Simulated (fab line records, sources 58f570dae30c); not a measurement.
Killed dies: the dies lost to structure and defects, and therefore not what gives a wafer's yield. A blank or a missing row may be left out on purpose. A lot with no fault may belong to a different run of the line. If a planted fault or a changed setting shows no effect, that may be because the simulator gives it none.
Which tool is to blame? || flow berkeley_cmos170 || 42 wafers from 14 lots sampled at 5 of the route's 331 steps

== WHAT THE GAUGES READ, wafer by wafer ==
UCB170_SILICIDE_THK_MEAS_03: measures by xrf.
{"lot": "L557", "measured": "day 6 19:43", "on": "film_metro-02", "SILICIDE_TI_THK (nm)": "30.9 30.7 30.7"}
{"lot": "L559", "measured": "day 7 16:20", "on": "film_metro-02", "SILICIDE_TI_THK (nm)": "31.4 30.6 31.0"}
{"lot": "L560", "measured": "day 7 16:30", "on": "film_metro-04", "SILICIDE_TI_THK (nm)": "30.1 29.9 29.7"}
{"lot": "L558", "measured": "day 7 16:54", "on": "film_metro-04", "SILICIDE_TI_THK (nm)": "29.8 29.3 30.0"}
{"lot": "L561", "measured": "day 8 02:50", "on": "film_metro-04", "SILICIDE_TI_THK (nm)": "29.4 29.7 29.3"}
{"lot": "L563", "measured": "day 8 11:47", "on": "film_metro-01", "SILICIDE_TI_THK (nm)": "29.5 29.7 29.5"}
{"lot": "L565", "measured": "day 8 19:34", "on": "film_metro-01", "SILICIDE_TI_THK (nm)": "29.9 30.0 30.0"}
{"lot": "L568", "measured": "day 9 10:05", "on": "film_metro-02", "SILICIDE_TI_THK (nm)": "30.2 30.4 30.2"}
{"lot": "L567", "measured": "day 9 10:37", "on": "film_metro-04", "SILICIDE_TI_THK (nm)": "29.9 30.2 30.4"}
{"lot": "L573", "measured": "day 10 13:12", "on": "film_metro-02", "SILICIDE_TI_THK (nm)": "30.5 30.5 30.7"}
{"lot": "L575", "measured": "day 10 13:38", "on": "film_metro-02", "SILICIDE_TI_THK (nm)": "29.8 30.4 30.4"}
{"lot": "L574", "measured": "day 10 13:44", "on": "film_metro-01", "SILICIDE_TI_THK (nm)": "30.3 30.3 30.0"}
{"lot": "L576", "measured": "day 11 17:16", "on": "film_metro-02", "SILICIDE_TI_THK (nm)": "30.4 29.9 29.8"}
{"lot": "L577", "measured": "day 11 17:44", "on": "film_metro-01", "SILICIDE_TI_THK (nm)": "30.2 29.7 30.1"}

UCB170_M1_RS_MEAS_01: a four-point-probe measurement.
{"lot": "L557", "measured": "day 7 02:41", "on": "film_metro-01", "M1_AL_RS (ohm/sq)": "0.0480 0.0482 0.0483"}
{"lot": "L559", "measured": "day 7 22:11", "on": "film_metro-03", "M1_AL_RS (ohm/sq)": "0.0483 0.0493 0.0485"}
{"lot": "L560", "measured": "day 7 22:42", "on": "film_metro-04", "M1_AL_RS (ohm/sq)": "0.0486 0.0484 0.0480"}
{"lot": "L558", "measured": "day 7 22:30", "on": "film_metro-04", "M1_AL_RS (ohm/sq)": "0.0478 0.0482 0.0479"}
{"lot": "L561", "measured": "day 8 09:44", "on": "film_metro-04", "M1_AL_RS (ohm/sq)": "0.0491 0.0491 0.0494"}
{"lot": "L563", "measured": "day 8 16:31", "on": "film_metro-04", "M1_AL_RS (ohm/sq)": "0.0491 0.0490 0.0489"}
{"lot": "L565", "measured": "day 9 00:31", "on": "film_metro-01", "M1_AL_RS (ohm/sq)": "0.0480 0.0481 0.0483"}
{"lot": "L568", "measured": "day 9 15:34", "on": "film_metro-04", "M1_AL_RS (ohm/sq)": "0.0485 0.0480 0.0486"}
{"lot": "L567", "measured": "day 9 18:06", "on": "film_metro-04", "M1_AL_RS (ohm/sq)": "0.0484 0.0478 0.0473"}
{"lot": "L573", "measured": "day 10 18:16", "on": "film_metro-03", "M1_AL_RS (ohm/sq)": "0.0515 0.0512 0.0515"}
{"lot": "L575", "measured": "day 10 19:31", "on": "film_metro-03", "M1_AL_RS (ohm/sq)": "0.0489 0.0482 0.0489"}
{"lot": "L574", "measured": "day 10 20:01", "on": "film_metro-01", "M1_AL_RS (ohm/sq)": "0.0515 0.0511 0.0516"}
{"lot": "L576", "measured": "day 11 23:22", "on": "film_metro-03", "M1_AL_RS (ohm/sq)": "0.0487 0.0489 0.0488"}
{"lot": "L577", "measured": "day 11 23:36", "on": "film_metro-04", "M1_AL_RS (ohm/sq)": "0.0486 0.0492 0.0502"}

UCB170_M1_THK_MEAS_02: measures by xrf.
{"lot": "L557", "measured": "day 7 02:48", "on": "film_metro-01", "M1_AL_THK (nm)": "596 598 591"}
{"lot": "L559", "measured": "day 7 22:18", "on": "film_metro-03", "M1_AL_THK (nm)": "593 584 594"}
{"lot": "L560", "measured": "day 7 22:49", "on": "film_metro-04", "M1_AL_THK (nm)": "585 587 590"}
{"lot": "L558", "measured": "day 7 22:35", "on": "film_metro-04", "M1_AL_THK (nm)": "592 593 589"}
{"lot": "L561", "measured": "day 8 09:51", "on": "film_metro-04", "M1_AL_THK (nm)": "575 577 575"}
{"lot": "L563", "measured": "day 8 16:37", "on": "film_metro-04", "M1_AL_THK (nm)": "575 579 578"}
{"lot": "L565", "measured": "day 9 00:36", "on": "film_metro-01", "M1_AL_THK (nm)": "592 586 587"}
{"lot": "L568", "measured": "day 9 15:41", "on": "film_metro-04", "M1_AL_THK (nm)": "586 597 584"}
{"lot": "L567", "measured": "day 9 18:13", "on": "film_metro-04", "M1_AL_THK (nm)": "588 592 597"}
{"lot": "L573", "measured": "day 10 18:23", "on": "film_metro-03", "M1_AL_THK (nm)": "552 553 550"}
{"lot": "L575", "measured": "day 10 19:38", "on": "film_metro-03", "M1_AL_THK (nm)": "579 591 581"}
{"lot": "L574", "measured": "day 10 20:08", "on": "film_metro-01", "M1_AL_THK (nm)": "554 557 556"}
{"lot": "L576", "measured": "day 11 23:29", "on": "film_metro-03", "M1_AL_THK (nm)": "589 585 587"}
{"lot": "L577", "measured": "day 11 23:43", "on": "film_metro-04", "M1_AL_THK (nm)": "578 573 563"}

== TOOL THAT RAN EACH LOT (tool first, then ch and the chambers of the sampled wafers, then the start) ==
{"lot": "L557", "UCB170_SDANNEAL_RTA_01": "rtp_anneal-02 ch 0, day 6 18:57", "UCB170_M1_SPUTTER_00": "pvd_sputter-04, day 7 02:37"}
{"lot": "L559", "UCB170_SDANNEAL_RTA_01": "rtp_anneal-01 ch 0, day 7 15:34", "UCB170_M1_SPUTTER_00": "pvd_sputter-04, day 7 22:07"}
{"lot": "L560", "UCB170_SDANNEAL_RTA_01": "rtp_anneal-02 ch 0, day 7 15:45", "UCB170_M1_SPUTTER_00": "pvd_sputter-03, day 7 22:38"}
{"lot": "L558", "UCB170_SDANNEAL_RTA_01": "rtp_anneal-01 ch 0, day 7 16:06", "UCB170_M1_SPUTTER_00": "pvd_sputter-02, day 7 22:23"}
{"lot": "L561", "UCB170_SDANNEAL_RTA_01": "rtp_anneal-02 ch 0, day 8 02:05", "UCB170_M1_SPUTTER_00": "pvd_sputter-03, day 8 09:40"}
{"lot": "L563", "UCB170_SDANNEAL_RTA_01": "rtp_anneal-01 ch 0, day 8 11:02", "UCB170_M1_SPUTTER_00": "pvd_sputter-04, day 8 16:26"}
{"lot": "L565", "UCB170_SDANNEAL_RTA_01": "rtp_anneal-01 ch 0, day 8 18:49", "UCB170_M1_SPUTTER_00": "pvd_sputter-04, day 9 00:23"}
{"lot": "L568", "UCB170_SDANNEAL_RTA_01": "rtp_anneal-02 ch 0, day 9 09:20", "UCB170_M1_SPUTTER_00": "pvd_sputter-03, day 9 15:29"}
{"lot": "L567", "UCB170_SDANNEAL_RTA_01": "rtp_anneal-02 ch 0, day 9 09:51", "UCB170_M1_SPUTTER_00": "pvd_sputter-02, day 9 18:01"}
{"lot": "L573", "UCB170_SDANNEAL_RTA_01": "rtp_anneal-01 ch 0, day 10 12:27", "UCB170_M1_SPUTTER_00": "pvd_sputter-04, day 10 18:12"}
{"lot": "L575", "UCB170_SDANNEAL_RTA_01": "rtp_anneal-02 ch 0, day 10 12:48", "UCB170_M1_SPUTTER_00": "pvd_sputter-03, day 10 19:28"}
{"lot": "L574", "UCB170_SDANNEAL_RTA_01": "rtp_anneal-01 ch 0, day 10 12:58", "UCB170_M1_SPUTTER_00": "pvd_sputter-04, day 10 19:57"}
{"lot": "L576", "UCB170_SDANNEAL_RTA_01": "rtp_anneal-01 ch 0, day 11 16:30", "UCB170_M1_SPUTTER_00": "pvd_sputter-02, day 11 23:18"}
{"lot": "L577", "UCB170_SDANNEAL_RTA_01": "rtp_anneal-02 ch 0, day 11 16:55", "UCB170_M1_SPUTTER_00": "pvd_sputter-02, day 11 23:32"}
- UCB170_SDANNEAL_RTA_01: time 5 s.
- UCB170_M1_SPUTTER_00: material Al, target thk 600 nm, time 80 s.

== AS READ BY THE TOOLS THEMSELVES (means over the sampled wafers that have a number; for cases with no such wafer, the mark the record gives instead) ==
UCB170_SDANNEAL_RTA_01.
{"lot": "L557", "tool": "rtp_anneal-02", "lamp_power_pct (%)": 35.1, "wafer_temp_C_max": 1054.1}
{"lot": "L559", "tool": "rtp_anneal-01", "lamp_power_pct (%)": 36.8, "wafer_temp_C_max": 1053.5}
{"lot": "L560", "tool": "rtp_anneal-02", "lamp_power_pct (%)": 35.1, "wafer_temp_C_max": 1054.3}
{"lot": "L558", "tool": "rtp_anneal-01", "lamp_power_pct (%)": 36.8, "wafer_temp_C_max": 1053.0}
{"lot": "L561", "tool": "rtp_anneal-02", "lamp_power_pct (%)": 35.1, "wafer_temp_C_max": 1054.5}
{"lot": "L563", "tool": "rtp_anneal-01", "lamp_power_pct (%)": 36.8, "wafer_temp_C_max": 1053.2}
{"lot": "L565", "tool": "rtp_anneal-01", "lamp_power_pct (%)": 36.8, "wafer_temp_C_max": 1053.5}
{"lot": "L568", "tool": "rtp_anneal-02", "lamp_power_pct (%)": 35.1, "wafer_temp_C_max": 1054.2}
{"lot": "L567", "tool": "rtp_anneal-02", "lamp_power_pct (%)": 35.0, "wafer_temp_C_max": 1054.4}
{"lot": "L573", "tool": "rtp_anneal-01", "lamp_power_pct (%)": 36.8, "wafer_temp_C_max": 1052.6}
{"lot": "L575", "tool": "rtp_anneal-02", "lamp_power_pct (%)": 35.1, "wafer_temp_C_max": 1054.6}
{"lot": "L574", "tool": "rtp_anneal-01", "lamp_power_pct (%)": 36.7, "wafer_temp_C_max": 1053.1}
{"lot": "L576", "tool": "rtp_anneal-01", "lamp_power_pct (%)": 36.8, "wafer_temp_C_max": 1052.6}
{"lot": "L577", "tool": "rtp_anneal-02", "lamp_power_pct (%)": 35.0, "wafer_temp_C_max": 1053.5}

UCB170_M1_SPUTTER_00.
{"lot": "L557", "tool": "pvd_sputter-04", "cathode_dc_power_W (W)": 6001.3, "throttle_valve_pct (%)": 30.4}
{"lot": "L559", "tool": "pvd_sputter-04", "cathode_dc_power_W (W)": 5999.7, "throttle_valve_pct (%)": 30.3}
{"lot": "L560", "tool": "pvd_sputter-03", "cathode_dc_power_W (W)": 6000.1, "throttle_valve_pct (%)": 30.6}
{"lot": "L558", "tool": "pvd_sputter-02", "cathode_dc_power_W (W)": 5999.5, "throttle_valve_pct (%)": 30.3}
{"lot": "L561", "tool": "pvd_sputter-03", "cathode_dc_power_W (W)": 6000.5, "throttle_valve_pct (%)": 30.3}
{"lot": "L563", "tool": "pvd_sputter-04", "cathode_dc_power_W (W)": 6000.2, "throttle_valve_pct (%)": 30.3}
{"lot": "L565", "tool": "pvd_sputter-04", "cathode_dc_power_W (W)": 5999.0, "throttle_valve_pct (%)": 30.4}
{"lot": "L568", "tool": "pvd_sputter-03", "cathode_dc_power_W (W)": 5999.8, "throttle_valve_pct (%)": 30.9}
{"lot": "L567", "tool": "pvd_sputter-02", "cathode_dc_power_W (W)": 6000.4, "throttle_valve_pct (%)": 30.1}
{"lot": "L573", "tool": "pvd_sputter-04", "cathode_dc_power_W (W)": 5999.6, "throttle_valve_pct (%)": 30.9}
{"lot": "L575", "tool": "pvd_sputter-03", "cathode_dc_power_W (W)": 6000.4, "throttle_valve_pct (%)": 31.8}
{"lot": "L574", "tool": "pvd_sputter-04", "cathode_dc_power_W (W)": 6000.5, "throttle_valve_pct (%)": 30.7}
{"lot": "L576", "tool": "pvd_sputter-02", "cathode_dc_power_W (W)": 6000.1, "throttle_valve_pct (%)": 29.9}
{"lot": "L577", "tool": "pvd_sputter-02", "cathode_dc_power_W (W)": 6001.5, "throttle_valve_pct (%)": 30.2}

== THE ANSWER, worked out from the rows above alone ==
Rule: usual is defined by the lots themselves. The widest of any qualifying gaps counts: lots, ordered by their means at a reading, are off when they make up no more than a third of the lots, leave a main group of 4 or more, and stand apart from it by 3 or more times the standard deviation of that group's means. A main group is skipped when, at the precision printed for the reading in the tables above, its means are all equal. A lot without any number at a reading at which 4 lots or more have one is off too. Where the step has rows for the other lots, those lots are counted as sound. Order of review: gauges by route order, followed by the tools' own readings, for which a lot's mean as printed above is used. The first step at which some lot is off is used, and at that step the reading that is off furthest; a lot without a number counts as furthest.
Off: L573, L574, at UCB170_M1_RS_MEAS_01 (M1_AL_RS). Main group: mean 0.0485 ohm/sq, sd 0.00046.
A tool fits if, at a process step before that reading, it ran every lot that is off, and no sound lot after the first of them. The gauges at UCB170_M1_RS_MEAS_01 are tried like those tools. One fits: UCB170_M1_SPUTTER_00 on pvd_sputter-04. A fault onset in the window from L565 (day 9 00:23, its last sound lot) to L573 (day 10 18:12, its first lot off) fits.

== WHAT HAD BEEN PUT IN BY THE SIMULATOR ==
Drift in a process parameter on pvd_sputter-04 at UCB170_M1_SPUTTER_00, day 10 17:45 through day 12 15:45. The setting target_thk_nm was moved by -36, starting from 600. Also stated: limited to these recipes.
Struck lots among those shown: L573, L574. This agrees with what the rule above found.
